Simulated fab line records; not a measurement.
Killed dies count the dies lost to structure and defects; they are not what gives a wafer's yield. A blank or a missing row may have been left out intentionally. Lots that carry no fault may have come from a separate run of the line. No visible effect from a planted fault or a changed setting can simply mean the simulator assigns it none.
Matching of chambers + flow berkeleyCmos170 + rieSi-01 running UCB170_GATE_ETCH_15: 4 sister chambers
The step etches poly-Si in HBr/Cl2, stops on SiO2, time 56.3 s, target depth 278.2 nm. 4 wafers are shown with their chamber, then 8 later ones without.

WAFERS, EACH WITH ITS CHAMBER
| wafer  | chamber | throttleValvePct (%) |
|--------|---------|----------------------|
| L414.4 | 2       | 26.76                |
| L415.5 | 1       | 26.36                |
| L415.6 | 0       | 26.28                |
| L420.2 | 3       | 26.87                |

WAFERS WITH NO CHAMBER GIVEN
| wafer  | throttleValvePct (%) |
|--------|----------------------|
| L420.3 | 26.36                |
| L420.6 | 26.37                |
| L422.2 | 26.89                |
| L422.5 | 26.88                |
| L422.6 | 26.31                |
| L429.1 | 26.29                |
| L429.4 | 26.88                |
| L429.5 | 26.36                |

WHICH CHAMBER EACH WENT THROUGH
| wafer  | from the rows above     | in truth |
|--------|-------------------------|----------|
| L420.3 | 1                       | 1        |
| L420.6 | 1                       | 1        |
| L422.2 | 3                       | 3        |
| L422.5 | 3                       | 3        |
| L422.6 | can't be placed: 0 or 1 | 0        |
| L429.1 | 0                       | 0        |
| L429.4 | 3                       | 3        |
| L429.5 | 1                       | 1        |
Correct placement for 7 of the 8. Unplaceable from these rows: 1, with the true chamber sitting among the candidates in 1. Wrongly placed: 0.
How it was worked out, from the rows above alone: a wafer's distance from a chamber is the root of the sum, over the readings, of the square of ((its reading less the chamber's mean) divided by the reading's scatter). The wafer belongs to the nearest chamber; if the next one is less than 2 further off, it can't be placed. A chamber's mean is the mean of its shown wafers. The scatter: with one shown wafer a chamber, the root of the mean of the squares of how far each hidden wafer lies from its nearest shown one.
